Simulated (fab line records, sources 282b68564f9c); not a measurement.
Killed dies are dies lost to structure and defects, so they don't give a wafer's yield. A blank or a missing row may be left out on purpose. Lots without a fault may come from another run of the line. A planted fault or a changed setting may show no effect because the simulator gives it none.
Which tool did it? | flow rit_cmos | 13 lots, 39 wafers sampled, at 2 steps of a route of 202

WHAT THE GAUGES READ, wafer by wafer
RIT_M1_CD_MEAS_90: target cd 2600 nm. Usual: cd_nm 2602.0 nm, standard deviation 2.6.
lot  | measured    | on        | cd_nm (nm)           | flag
L892 | day 3 08:28 | cd_sem-01 | 2603.4 2605.6 2603.2 |
L893 | day 3 12:18 | cd_sem-01 | 2604.5 2597.6 2602.2 |
L894 | day 3 17:56 | cd_sem-01 | 2604.4 2607.4 2604.0 |
L895 | day 3 22:53 | cd_sem-01 | 2599.2 2599.3 2599.9 |
L896 | day 4 04:49 | cd_sem-01 | 2597.8 2602.0 2598.9 |
L898 | day 4 14:02 | cd_sem-01 | 2601.9 2600.0 2600.4 |
L906 | day 6 07:11 | cd_sem-01 | 2603.3 2591.9 2588.9 |
L907 | day 6 09:18 | cd_sem-01 | 2600.9 2600.7 2602.1 |
L908 | day 6 16:24 | cd_sem-01 | 2604.6 2601.4 2603.5 |
L909 | day 6 22:45 | cd_sem-01 | 2596.9 2601.6 2601.4 |
L911 | day 7 05:44 | cd_sem-01 | 2604.7 2602.1 2606.6 |
L914 | day 7 22:45 | cd_sem-01 | 2606.5 2605.3 2604.5 |
L915 | day 8 03:19 | cd_sem-02 | 2606.9 2605.8 2605.9 |

WHICH TOOL RAN EACH LOT (tool, then ch and the chambers of the sampled wafers, then the start)
lot  | RIT_M1_METAL_ETCH_12
L892 | rie_metal-04 ch 0,1, day 3 07:57
L893 | rie_metal-02 ch 0,1, day 3 11:44
L894 | rie_metal-01 ch 0,1, day 3 17:26
L895 | rie_metal-04 ch 0,1, day 3 22:19
L896 | rie_metal-02 ch 0,1, day 4 04:18
L898 | rie_metal-04 ch 0, day 4 13:26
L906 | rie_metal-01 ch 0,1, day 6 06:39
L907 | rie_metal-04 ch 0,1, day 6 08:48
L908 | rie_metal-02 ch 0,1, day 6 15:43
L909 | rie_metal-04 ch 0,1, day 6 22:11
L911 | rie_metal-02 ch 0,1, day 7 05:13
L914 | rie_metal-02 ch 1, day 7 22:14
L915 | rie_metal-04 ch 0,1, day 8 02:49
- RIT_M1_METAL_ETCH_12: etches Al in Cl2/BCl3, stops on SiO2, time 165 s, target depth 600 nm.

WHAT THE TOOLS THEMSELVES READ (means of the sampled wafers that have a number; where no wafer has one, the mark that the record gives instead)
RIT_M1_METAL_ETCH_12. Usual: chamber_pressure_mTorr 100.00 mTorr, standard deviation 0.088; drypump_motor_current_A 5.6 A, standard deviation 0.61; oes_product_au 0.769 a.u., standard deviation 0.01; throttle_valve_pct 8.32 %, standard deviation 0.067.
lot  | tool         | chamber_pressure_mTorr (mTorr) | drypump_motor_current_A (A) | oes_product_au (a.u.) | throttle_valve_pct (%) | flag
L892 | rie_metal-04 | 100.02                         | 5.2                         | 0.774                 | 8.40                   |
L893 | rie_metal-02 | 100.15                         | 5.3                         | 0.753                 | 8.26                   |
L894 | rie_metal-01 | 99.93                          | 6.4                         | 0.773                 | 8.31                   |
L895 | rie_metal-04 | 99.98                          | 5.2                         | 0.771                 | 8.41                   |
L896 | rie_metal-02 | 100.04                         | 5.3                         | 0.761                 | 8.26                   |
L898 | rie_metal-04 | 100.01                         | 5.3                         | 0.781                 | 8.45                   |
L906 | rie_metal-01 | 99.93                          | 6.4                         | 0.774                 | 8.31                   |
L907 | rie_metal-04 | 100.05                         | 5.2                         | 0.760                 | 8.37                   |
L908 | rie_metal-02 | 100.00                         | 5.2                         | 0.768                 | 8.26                   |
L909 | rie_metal-04 | 99.98                          | 5.2                         | 0.770                 | 8.36                   |
L911 | rie_metal-02 | 99.96                          | 5.4                         | 0.757                 | 8.26                   |
L914 | rie_metal-02 | 100.02                         | 5.5                         | 0.756                 | 8.24                   |
L915 | rie_metal-04 | 100.06                         | 5.2                         | 0.769                 | 8.37                   |

THE ANSWER, worked out from the rows above alone
Rule: a lot is off if the mean of its wafers that have a number lies more than 3 standard deviations from the usual mean. A lot without any number at a reading at which 4 lots or more have one is off too. The other lots that the step has rows for count as sound. The gauges are gone through in route order, then the tools' own readings, and for those a lot's mean is taken as printed above. The first step at which some lot is off is used, and at that step the reading that is off furthest; a lot without a number counts as furthest.
No lot is off at any reading shown: from this, nothing can be told.

WHAT THE SIMULATOR HAD PUT IN
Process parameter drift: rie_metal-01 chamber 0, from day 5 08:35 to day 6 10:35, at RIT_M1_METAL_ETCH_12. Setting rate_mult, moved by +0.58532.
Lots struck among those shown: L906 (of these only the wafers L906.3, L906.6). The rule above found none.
